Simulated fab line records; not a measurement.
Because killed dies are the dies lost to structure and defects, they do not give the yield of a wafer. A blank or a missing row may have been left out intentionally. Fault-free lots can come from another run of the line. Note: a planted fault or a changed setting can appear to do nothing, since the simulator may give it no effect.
Comparing a struck lot with a sound one + flow berkeleyCmos170 + 26 out of 331 route steps
Sound: the wafers L752.2, L752.4, L752.5. Struck: wafers L754.2, L754.3, L754.4. The cause is given at the end.
Order at every step that has rows: each side's tool, ch and its chambers, its first start. Under that, the readings that differ: sound wafers + struck wafers + difference of the means + sigmas: that difference in standard deviations of wafers without a fault.
alike: same words and numbers on both sides, and readings whose means sit less than 2 such deviations apart. not compared: any withheld reading, any reading some wafer has no value for, any bound like >300 that may hide the same value, and any number with overlapping values for which the record gives no deviation.
Wherever a step has rows on one side only, a row that says differs or no value, or a row with sigmas, the two part there. Numbers that have no deviation but don't overlap get no sigmas and don't part them. A reading missing from all wafers of one side parts the sides only when that side holds two or more wafers.

first, 3 steps without rows for these wafers: UCB170_PVT_EXPOSE_03 (exposes mask NWELL, target cd 3000 nm); UCB170_PVT_PEB_04; UCB170_PVT_DEVELOP_05 (develop time 45 s).
UCB170_PVT_OVL_MEAS_06:
  sound: overlay-01 at day 7 15:09; struck: overlay-01 at day 7 20:52
  alike: PVT_OVL
following that, these wafers have no rows for 1 step: UCB170_PVT_IMPLANT_07.
UCB170_PVT_STRIP_08: strips in O2.
  sound on plasmaAsher-02 ch 0,1, day 7 15:20; struck on plasmaAsher-01 ch 0,1, day 7 21:03
  alike: drypumpMotorCurrentA, o2FlowSccm, oesProductAu, stripTimeToEndpointS
  not compared: rfHoursCounterH
UCB170_PVT_TW_MEAS_09:
  sound: filmMetro-04 at day 7 15:26; struck: filmMetro-01 at day 7 21:10
| reading | sound       | struck      | difference | sigmas |
|---------|-------------|-------------|------------|--------|
| PVT_TW  | 511 515 517 | 506 508 506 | -8         | -2     |
then, 1 step without rows for these wafers: UCB170_GATE_WET_ETCH_00 (etches SiO2 in dHF, time 200 s).
UCB170_FIELD_THK_MEAS_91:
  sound: filmMetro-02 at day 7 15:50; struck: filmMetro-04 at day 7 21:17
| reading                     | sound       | struck      | difference | sigmas |
|-----------------------------|-------------|-------------|------------|--------|
| FIELD_OXIDE_LEFT_2_THK (nm) | 374 381 377 | 357 357 354 | -21        | -3     |
then, 1 step without rows for these wafers: UCB170_GATE_OXIDATION_01 (target thk 6.6 nm, ox time 1800 s).
UCB170_GATE_THK_MEAS_02:
  sound: filmMetro-02 at day 7 20:31; struck: filmMetro-01 at day 8 01:37
  alike: GATE_OXIDE_THK
then, 1 step without rows for these wafers: UCB170_GATE_ANNEAL_03 (time 1800 s).
UCB170_GATE_CVD_04: deposits poly-Si from SiH4, time 1440 s, target thk 214 nm.
  sound on lpcvd-02 ch 0, day 8 00:08; struck on lpcvd-01 ch 1, day 8 05:56
  alike: sih4FlowSccm
UCB170_GATE_THK_MEAS_05:
  sound: filmMetro-03 at day 8 01:33; struck: filmMetro-03 at day 8 07:22
| reading            | sound             | struck            | difference | sigmas      |
|--------------------|-------------------|-------------------|------------|-------------|
| GATE_POLY_THK (nm) | 210.2 211.8 212.3 | 431.9 432.3 432.2 | +220.7     | +99 or more |
then, 6 steps without rows for these wafers: UCB170_GATE_COAT_06; UCB170_GATE_COAT_07 (resist thk 900 nm); UCB170_GATE_SOFTBAKE_08 (time 60 s); UCB170_GATE_EXPOSE_09 (exposes mask POLY, target cd 350 nm); UCB170_GATE_PEB_10; UCB170_GATE_DEVELOP_11 (develop time 45 s).
UCB170_GATE_CD_MEAS_12: the cd target is 350 nm.
  sound: cdSem-02 at day 8 02:44; struck: cdSem-01 at day 8 08:37
  alike: cdNm
UCB170_GATE_OVL_MEAS_13:
  sound: overlay-01 at day 8 02:50; struck: overlay-01 at day 8 08:43
  alike: GATE_OVL
UCB170_GATE_ETCH_14: etches BARC in N2/H2.
  sound on rieDiel-02 ch 1,2,3, day 8 02:52; struck on rieDiel-03 ch 0,1,3, day 8 08:44
  alike: drypumpMotorCurrentA, oesProductAu, rfFwdPowerW, throttleValvePct
UCB170_GATE_ETCH_15: etches poly-Si in HBr/Cl2, stops on SiO2, time 56.3 s, target depth 278.2 nm.
  sound on rieSi-02 ch 0,1,3, day 8 02:55; struck on rieSi-01 ch 0,1,2, day 8 08:47
| reading                        | sound             | struck            | difference | sigmas |
|--------------------------------|-------------------|-------------------|------------|--------|
| oesProductAu (a.u.)            | 0.818 0.810 0.837 | 1.024 0.977 0.956 | +0.164     | +12    |
| model.etch.depthNm (nm)        | 210.2 211.9 212.5 | 280.7 275.3 273.6 | +65.0      |        |
| model.GATE.featureDepthNm (nm) | 210.2 211.9 212.5 | 280.7 275.3 273.6 | +65.0      |        |
  alike: drypumpMotorCurrentA, rfFwdPowerW, throttleValvePct
  not compared: rfHoursCounterH
UCB170_GATE_STRIP_16: strips in O2.
  sound on plasmaAsher-03 ch 0, day 8 02:58; struck on plasmaAsher-01 ch 0,1, day 8 08:50
| reading                                 | sound             | struck            | difference | sigmas |
|-----------------------------------------|-------------------|-------------------|------------|--------|
| model.poly-Si_of_GATE_CVD_04.thkNm (nm) | 209.8 211.5 212.1 | 431.2 431.9 431.7 | +220.5     |        |
  alike: drypumpMotorCurrentA, o2FlowSccm, oesProductAu
  not compared: rfHoursCounterH
UCB170_GATE_CD_MEAS_90: the cd target is 350 nm.
  sound: cdSem-02 at day 8 03:05; struck: cdSem-01 at day 8 08:57
  alike: cdNm

WHERE THEY PART
First at UCB170_PVT_TW_MEAS_09; last, within this record, at UCB170_GATE_ETCH_15. Later steps at which nothing parts them and some readings are alike: UCB170_GATE_STRIP_16, UCB170_GATE_CD_MEAS_90.

WHY: the cause the simulator had injected
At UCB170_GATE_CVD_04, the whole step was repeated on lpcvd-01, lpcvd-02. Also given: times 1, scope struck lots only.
